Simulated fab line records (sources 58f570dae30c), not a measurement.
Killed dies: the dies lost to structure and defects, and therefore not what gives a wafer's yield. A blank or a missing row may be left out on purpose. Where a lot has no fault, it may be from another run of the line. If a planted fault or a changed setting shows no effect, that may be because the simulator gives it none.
fab line records	flow berkeley_cmos170
[record] lots = 5	wafers = 15	last_day = 12
route steps=331 shown PLDD@156 NLDD@158 SPACER@171
lots that met no fault: taken from a fault-free run of the same line
start_h: hours from the record's opening day to when the first of the lot's shown wafers began	wait_h: how many hours have passed since the lot's step before this one	" identical to the entry in the row above	L1.1+2: several wafers, shown together as one row	- no value, or no start given	* or withheld: withheld	< > ~ a bound
route shown NAME@n: NAME is a module with steps in the file, n the number in the route of the first one	usual: mean and standard deviation over wafers with no fault	same: alike in all rows	chamber/n: place in a boat	sites: readings site by site	_std_site: the values' standard deviation	_edge_site: mean of outer sites minus mean of inner sites	radius_mm: for every site, how far away it sits from the centre of the wafer	mask NAME#n: copy n	behind: the most recent tool/chamber to have shaped the wafer	hold: why the lot was held/for how many hours/how that ended	device: names the non-switching transistor (n, p or np)	end of line: the same wafers' tests at the end of the route	step lacking rows: just its recipe	killed: at the first sort, the dies lost to defects and structure; wafer yield is something else	map: a wafer's dies, marking killed ones x, the rest . and places with no die _
set.NAME: the setting as run; set.NAME@STEP: as run at that earlier step	model.NAME: the simulator's own value behind a step, which no gauge read
lots at some steps of the route; a table a step, a row a wafer
services: a tool's chamber out of use, with start hour (start_h, from the record's first day; less than 0 if before it), hours out, and reason
[[steps]]
[step UCB170_PLDD_TW_MEAS_11]
[usual] PLDD_TW = 1011/7.9
lot.wafer	tool	chamber	start_h	wait_h	PLDD_TW
L079.1	film_metro-01	-	151.39	0.1	1022
L079.3	"	-	"	"	1018
L079.5	"	-	"	"	1015
L080.3	film_metro-04	-	158.84	0.1	1013
L080.4	"	-	"	"	1013
L080.5	"	-	"	"	1012
L084.2	film_metro-01	-	173.65	0.1	1009
L084.4	"	-	"	"	1013
L084.5	"	-	"	"	1010
L091.2	film_metro-01	-	216.96	0.1	1016
L091.4	"	-	"	"	1018
L091.5	"	-	"	"	1018
L096.4	film_metro-04	-	239.35	0.1	1013
L096.5	"	-	"	"	1010
L096.6	"	-	"	"	1009
[step UCB170_PLDD_CLEAN_12]
[recipe] chemistry = SPM	temp_c = 120	time_s = 600
[usual] bath_guard_temp_C = 120.1/0.42
[same] time_s = 600
lot.wafer	tool	chamber	start_h	wait_h	bath_guard_temp_C
L079.1	wet_bench-03	0	151.45	0.1	120.1
L079.3	"	0	"	"	120.2
L079.5	"	0	"	"	120.7
L080.3	wet_bench-01	1	158.88	0.0	119.3
L080.4	"	1	"	"	119.7
L080.5	"	1	"	"	119.7
L084.2	wet_bench-03	1	173.72	0.1	120.2
L084.4	"	1	"	"	120.3
L084.5	"	1	"	"	120.0
L091.2	wet_bench-03	1	217.08	0.1	119.9
L091.4	"	1	"	"	120.0
L091.5	"	1	"	"	119.9
L096.4	wet_bench-01	0	239.38	0.0	120.4
L096.5	"	0	"	"	120.3
L096.6	"	0	"	"	120.9
[step UCB170_NLDD_HMDS_00]
[recipe] prime_time_s = 60	prime_temp_c = 100
lot.wafer	tool	chamber	start_h	wait_h
L079.1+3+5	litho_track-02	0	151.62	0.0
L080.3+4+5	litho_track-01	0	159.28	0.1
L084.2+4+5	litho_track-01	0	174.74	0.8
L091.2+4+5	litho_track-02	0	218.04	0.6
L096.4+5+6	litho_track-03	0	240.00	0.3
[step UCB170_NLDD_COAT_01]
[recipe] resist = KrF	spin_rpm = 1500	resist_thk_nm = 900
[usual] spin_speed_rpm = 1500.0/1.2
lot.wafer	tool	chamber	start_h	wait_h	spin_speed_rpm
L079.1	litho_track-02	0	151.77	0.1	1500.5
L079.3	"	0	"	"	1500.3
L079.5	"	0	"	"	1499.5
L080.3	litho_track-01	0	159.43	0.1	1499.2
L080.4	"	0	"	"	1501.8
L080.5	"	0	"	"	1501.8
L084.2	litho_track-01	0	174.89	0.1	1504.6
L084.4	"	0	"	"	1500.8
L084.5	"	0	"	"	1500.0
L091.2	litho_track-02	0	218.19	0.1	1499.2
L091.4	"	0	"	"	1499.4
L091.5	"	0	"	"	1499.5
L096.4	litho_track-03	0	240.15	0.1	1499.3
L096.5	"	0	"	"	1499.1
L096.6	"	0	"	"	1498.0
[step UCB170_NLDD_SOFTBAKE_02]
[recipe] resist = KrF	temp_c = 130	time_s = 60
[same] time_s = 60
lot.wafer	tool	chamber	start_h	wait_h
L079.1+3+5	litho_track-02	0	151.92	0.1
L080.3+4+5	litho_track-01	0	159.58	0.1
L084.2+4+5	litho_track-01	0	175.04	0.1
L091.2+4+5	litho_track-02	0	218.34	0.1
L096.4+5+6	litho_track-03	0	240.30	0.1
[step UCB170_NLDD_EXPOSE_03]
[recipe] mask_id = NSELECT	na = 0.5	sigma_outer = 0.6	source_shape = conventional	target_cd_nm = 1200	dose_mj = 30
[usual] exposure_dose_mJ_cm2 = 30.02/0.11
lot.wafer	tool	chamber	start_h	wait_h	mask	exposure_dose_mJ_cm2
L079.1	krf_scanner-02	0	152.07	0.1	NSELECT#0	29.99
L079.3	"	0	"	"	NSELECT#0	30.01
L079.5	"	0	"	"	NSELECT#0	30.03
L080.3	krf_scanner-01	0	159.84	0.2	NSELECT#0	29.93
L080.4	"	0	"	"	NSELECT#0	29.96
L080.5	"	0	"	"	NSELECT#0	29.92
L084.2	krf_scanner-01	0	175.51	0.4	NSELECT#0	29.96
L084.4	"	0	"	"	NSELECT#0	29.91
L084.5	"	0	"	"	NSELECT#0	29.97
L091.2	krf_scanner-02	0	218.49	0.1	NSELECT#0	29.95
L091.4	"	0	"	"	NSELECT#0	29.94
L091.5	"	0	"	"	NSELECT#0	29.94
L096.4	krf_scanner-01	0	240.56	0.2	NSELECT#0	30.21
L096.5	"	0	"	"	NSELECT#0	30.26
L096.6	"	0	"	"	NSELECT#0	30.29
[step UCB170_NLDD_PEB_04]
[recipe] peb_temp_c = 130	peb_time_s = withheld	resist = KrF
lot.wafer	tool	chamber	start_h	wait_h
L079.1+3+5	litho_track-03	0	152.19	0.1
L080.3+4+5	litho_track-02	0	159.97	0.1
L084.2+4+5	litho_track-02	0	176.13	0.6
L091.2+4+5	litho_track-02	0	219.22	0.7
L096.4+5+6	litho_track-02	0	240.78	0.2
[step UCB170_NLDD_DEVELOP_05]
[recipe] developer = TMAH	develop_time_s = 45	resist = KrF	dev_temp_c = 21
lot.wafer	tool	chamber	start_h	wait_h
L079.1+3+5	litho_track-03	0	-	-
L080.3+4+5	litho_track-02	0	-	-
L084.2+4+5	litho_track-02	0	-	-
L091.2+4+5	litho_track-02	0	-	-
L096.4+5+6	litho_track-02	0	-	-
[step UCB170_NLDD_CD_MEAS_06]
[recipe] target_cd_nm = 1200
[usual] cd_nm = 1199.7/1.3
lot.wafer	tool	chamber	start_h	wait_h	cd_nm
L079.1	cd_sem-02	-	152.47	-	1200.0
L079.3	"	-	"	"	1199.5
L079.5	"	-	"	"	1199.7
L080.3	cd_sem-02	-	160.23	-	1198.5
L080.4	"	-	"	"	1199.8
L080.5	"	-	"	"	1199.3
L084.2	cd_sem-01	-	176.40	-	1200.7
L084.4	"	-	"	"	1200.9
L084.5	"	-	"	"	1202.4
L091.2	cd_sem-02	-	219.49	-	1199.6
L091.4	"	-	"	"	1198.8
L091.5	"	-	"	"	1199.8
L096.4	cd_sem-01	-	241.04	-	1198.2
L096.5	"	-	"	"	1197.3
L096.6	"	-	"	"	1198.3
[step UCB170_NLDD_OVL_MEAS_07]
[usual] NLDD_OVL = 1/5
lot.wafer	tool	chamber	start_h	wait_h	NLDD_OVL[nm]
L079.1	overlay-02	-	152.59	0.1	4
L079.3	"	-	"	"	8
L079.5	"	-	"	"	1
L080.3	overlay-02	-	160.33	0.1	4
L080.4	"	-	"	"	1
L080.5	"	-	"	"	5
L084.2	overlay-02	-	176.50	0.1	2
L084.4	"	-	"	"	2
L084.5	"	-	"	"	4
L091.2	overlay-01	-	219.59	0.1	4
L091.4	"	-	"	"	0
L091.5	"	-	"	"	-1
L096.4	overlay-01	-	241.12	0.1	-5
L096.5	"	-	"	"	-1
L096.6	"	-	"	"	-5
[step UCB170_NLDD_IMPLANT_08]
[recipe] species = As	dose_cm2 = 5e+13	energy_kev = 30	tilt_deg = 7	rotation_deg = 0
[usual] end_station_pressure_torr = 5.1e-06/2.8e-07
[same] implant_ion_amu = 75
lot.wafer	tool	chamber	start_h	wait_h	end_station_pressure_torr
L079.1	implanter-04	0	152.62	0.0	4.98e-06
L079.3	"	0	"	"	5.26e-06
L079.5	"	0	"	"	4.9e-06
L080.3	implanter-03	0	160.40	0.1	4.88e-06
L080.4	"	0	"	"	5.32e-06
L080.5	"	0	"	"	4.8e-06
L084.2	implanter-01	0	176.56	0.0	5.57e-06
L084.4	"	0	"	"	5.09e-06
L084.5	"	0	"	"	4.8e-06
L091.2	implanter-03	0	219.65	0.0	5.27e-06
L091.4	"	0	"	"	4.89e-06
L091.5	"	0	"	"	5.31e-06
L096.4	implanter-01	0	241.22	0.1	5.09e-06
L096.5	"	0	"	"	5.74e-06
L096.6	"	0	"	"	5.09e-06
[step UCB170_NLDD_IMPLANT_09]
[recipe] species = As	dose_cm2 = 5e+13	energy_kev = 30	tilt_deg = 7	rotation_deg = 180
[usual] end_station_pressure_torr = 5.12e-06/2.7e-07
[same] implant_ion_amu = 75
lot.wafer	tool	chamber	start_h	wait_h	end_station_pressure_torr
L079.1	implanter-04	0	152.77	0.1	4.6e-06
L079.3	"	0	"	"	5.36e-06
L079.5	"	0	"	"	5.11e-06
L080.3	implanter-03	0	160.55	0.1	5.45e-06
L080.4	"	0	"	"	5.21e-06
L080.5	"	0	"	"	4.73e-06
L084.2	implanter-01	0	176.71	0.1	4.87e-06
L084.4	"	0	"	"	5.27e-06
L084.5	"	0	"	"	5.34e-06
L091.2	implanter-03	0	219.80	0.1	4.85e-06
L091.4	"	0	"	"	5.13e-06
L091.5	"	0	"	"	5.39e-06
L096.4	implanter-01	0	241.37	0.1	5.03e-06
L096.5	"	0	"	"	5.47e-06
L096.6	"	0	"	"	4.63e-06
[step UCB170_NLDD_STRIP_10]
[recipe] chemistry = O2	power_w = 400	pressure_mtorr = 3500	platen_temp_c = withheld	o2_flow_sccm = 400	overash_fraction = 0.5
[usual] drypump_motor_current_A = 6.0/0.32	oes_product_au = 0.735/0.0044	strip_time_to_endpoint_s = 21.63/0.065
lot.wafer	tool	chamber	start_h	wait_h	drypump_motor_current_A	oes_product_au	rf_hours_counter_h	strip_time_to_endpoint_s
L079.1	plasma_asher-01	0	152.92	0.1	6.3	0.738	37	21.50
L079.3	"	1	"	"	5.9	0.734	-	21.59
L079.5	"	0	"	"	6.3	0.734	-	21.53
L080.3	plasma_asher-04	1	160.68	0.1	6.3	0.740	-	21.63
L080.4	"	0	"	"	6.0	0.741	-	21.64
L080.5	"	1	"	"	6.3	0.738	-	21.60
L084.2	plasma_asher-01	1	176.83	0.1	5.9	0.732	39	21.51
L084.4	"	0	"	"	6.3	0.736	-	21.64
L084.5	"	1	"	"	6.0	0.733	-	21.53
L091.2	plasma_asher-04	1	219.92	0.1	6.3	0.742	50	21.64
L091.4	"	0	"	"	6.0	0.731	-	21.57
L091.5	"	1	"	"	6.3	0.746	-	21.63
L096.4	plasma_asher-01	0	241.47	0.1	6.3	0.733	-	21.60
L096.5	"	1	"	"	6.0	0.731	-	21.64
L096.6	"	0	"	"	6.3	0.731	-	21.64
[step UCB170_NLDD_TW_MEAS_11]
[usual] NLDD_TW = 2211/18
lot.wafer	tool	chamber	start_h	wait_h	NLDD_TW
L079.1	film_metro-03	-	153.02	0.1	2190
L079.3	"	-	"	"	2200
L079.5	"	-	"	"	2210
L080.3	film_metro-01	-	160.77	0.1	2226
L080.4	"	-	"	"	2234
L080.5	"	-	"	"	2237
L084.2	film_metro-01	-	176.94	0.1	2212
L084.4	"	-	"	"	2220
L084.5	"	-	"	"	2222
L091.2	film_metro-03	-	220.03	0.1	2178
L091.4	"	-	"	"	2199
L091.5	"	-	"	"	2189
L096.4	film_metro-01	-	241.57	0.1	2244
L096.5	"	-	"	"	2235
L096.6	"	-	"	"	2244
[step UCB170_NLDD_CLEAN_12]
[recipe] chemistry = SPM	temp_c = 120	time_s = 600
[usual] bath_guard_temp_C = 120.1/0.4
[same] time_s = 600
lot.wafer	tool	chamber	start_h	wait_h	bath_guard_temp_C
L079.1	wet_bench-03	2	153.08	0.1	119.2
L079.3	"	2	"	"	119.5
L079.5	"	2	"	"	119.6
L080.3	wet_bench-02	2	160.81	0.0	120.5
L080.4	"	2	"	"	120.7
L080.5	"	2	"	"	120.3
L084.2	wet_bench-01	1	176.99	0.0	119.2
L084.4	"	1	"	"	119.4
L084.5	"	1	"	"	119.5
L091.2	wet_bench-03	0	220.10	0.1	120.2
L091.4	"	0	"	"	120.0
L091.5	"	0	"	"	120.2
L096.4	wet_bench-03	1	241.60	0.0	119.9
L096.5	"	1	"	"	120.0
L096.6	"	1	"	"	120.3
[step UCB170_SPACER_CVD_00]
[recipe] material = SiO2	target_thk_nm = 376	temp_c = 390	precursor = TEOS/O2	time_s = 47	rf_w = 550	pressure_mtorr = 9000
[usual] heater_power_w = 290/44
[same] time_s = 47
lot.wafer	tool	chamber	start_h	wait_h	heater_power_w
L079.1	pecvd-01	0	153.26	0.0	360
L079.3	"	1	"	"	309
L079.5	"	0	"	"	385
L080.3	pecvd-01	1	160.99	0.0	312
L080.4	"	2	"	"	313
L080.5	"	0	"	"	357
L084.2	pecvd-01	1	177.34	0.0	273
L084.4	"	0	"	"	372
L084.5	"	1	"	"	293
L091.2	pecvd-01	1	220.45	0.0	325
L091.4	"	0	"	"	368
L091.5	"	1	"	"	323
L096.4	pecvd-03	0	241.80	0.0	266
L096.5	"	2	"	"	290
L096.6	"	1	"	"	204
[step UCB170_SPACER_THK_MEAS_01]
[recipe] reads = SiO2_of_SPACER_CVD_00
[usual] SPACER_TEOS_THK = 376/4.4
lot.wafer	tool	chamber	start_h	wait_h	SPACER_TEOS_THK[nm]
L079.1	film_metro-02	-	153.30	0.0	375
L079.3	"	-	"	"	376
L079.5	"	-	"	"	383
L080.3	film_metro-03	-	161.12	0.1	377
L080.4	"	-	"	"	379
L080.5	"	-	"	"	380
L084.2	film_metro-04	-	177.40	0.0	377
L084.4	"	-	"	"	382
L084.5	"	-	"	"	381
L091.2	film_metro-03	-	220.50	0.0	372
L091.4	"	-	"	"	370
L091.5	"	-	"	"	376
L096.4	film_metro-03	-	241.85	0.0	378
L096.5	"	-	"	"	377
L096.6	"	-	"	"	375
[step UCB170_SPACER_ANNEAL_02]
[recipe] temp_c = 900	time_s = 1800	ambient = N2
[usual] zone_power_load_pct = 24.6/0.51
[same] time_s = 1800
lot.wafer	tool	chamber	start_h	wait_h	zone_power_load_pct
L079.1	furnace-02	0	155.01	1.7	24.5
L079.3	"	0	"	"	24.6
L079.5	"	0	"	"	24.4
L080.3	furnace-02	0	162.11	1.0	24.7
L080.4	"	0	"	"	24.5
L080.5	"	0	"	"	24.1
L084.2	furnace-01	0	183.56	6.1	25.6
L084.4	"	0	"	"	24.9
L084.5	"	0	"	"	25.2
L091.2	furnace-03	0	223.30	2.8	24.4
L091.4	"	0	"	"	24.4
L091.5	"	0	"	"	24.1
L096.4	furnace-01	0	244.71	2.8	25.5
L096.5	"	0	"	"	25.2
L096.6	"	0	"	"	25.2
[step UCB170_SPACER_ETCHBACK_03]
[recipe] stop_on = Si	target = SiO2	chemistry = CHF3/CF4/Ar	CHF3_flow_sccm = 50	cf4_flow_sccm = 10	Ar_flow_sccm = 120	pressure_mtorr = 200	rf_w = 500	target_depth_a = 3760	time_s = 100
[usual] drypump_motor_current_A = 5.5/0.44	oes_product_au = 0.896/0.015	throttle_valve_pct = 6.44/0.11
[same] time_s = 100
lot.wafer	tool	chamber	start_h	wait_h	drypump_motor_current_A	oes_product_au	rf_hours_counter_h	throttle_valve_pct
L079.1	rie_diel-03	3	156.51	0.0	5.3	0.907	0	6.48
L079.3	"	2	"	"	5.8	0.898	35	6.47
L079.5	"	1	"	"	5.9	0.880	-	6.40
L080.3	rie_diel-01	1	163.61	0.0	5.4	0.900	6	6.46
L080.4	"	2	"	"	5.7	0.895	71	6.67
L080.5	"	3	"	"	5.7	0.883	-	6.60
L084.2	rie_diel-01	3	185.13	0.1	5.7	0.897	73	6.60
L084.4	"	1	"	"	5.4	0.909	7	6.46
L084.5	"	3	"	"	5.7	0.893	-	6.61
L091.2	rie_diel-03	0	224.80	0.0	5.2	0.886	18	6.35
L091.4	"	3	"	"	5.3	0.895	3	6.50
L091.5	"	3	"	"	5.3	0.907	-	6.48
L096.4	rie_diel-03	0	246.21	0.0	5.2	0.884	19	6.36
L096.5	"	2	"	"	5.9	0.896	-	6.47
L096.6	"	1	"	"	5.9	0.876	-	6.40
[[services]]
tool	chamber	start_h	hours	kind
krf_scanner-01	-	132.84	4.0	pm
plasma_asher-04	-	135.16	2.8	pm
pecvd-01	-	135.50	14.0	pm
implanter-01	-	138.34	3.1	pm
krf_scanner-01	-	144.27	0.8	pm
furnace-01	-	145.19	2.8	pm
krf_scanner-01	-	155.98	3.5	repair
pecvd-01	-	164.46	2.8	pm
krf_scanner-01	-	166.39	1.0	pm
furnace-01	-	176.20	3.1	pm
furnace-02	-	179.35	4.5	pm
krf_scanner-01	-	181.32	3.1	repair
implanter-03	-	184.61	3.1	pm
plasma_asher-04	-	190.74	28.1	pm
krf_scanner-02	-	195.27	1.0	pm
krf_scanner-02	-	198.70	0.8	pm
rie_diel-01	2	199.99	2.4	repair
implanter-01	-	203.99	5.3	pm
rie_diel-01	1	205.51	33.8	repair
wet_bench-03	-	212.05	1.9	pm
krf_scanner-01	-	212.41	1.3	pm
furnace-02	-	217.10	3.9	pm
krf_scanner-02	-	229.85	1.3	pm
pecvd-01	-	242.42	4.3	pm
[[key]]
fault none
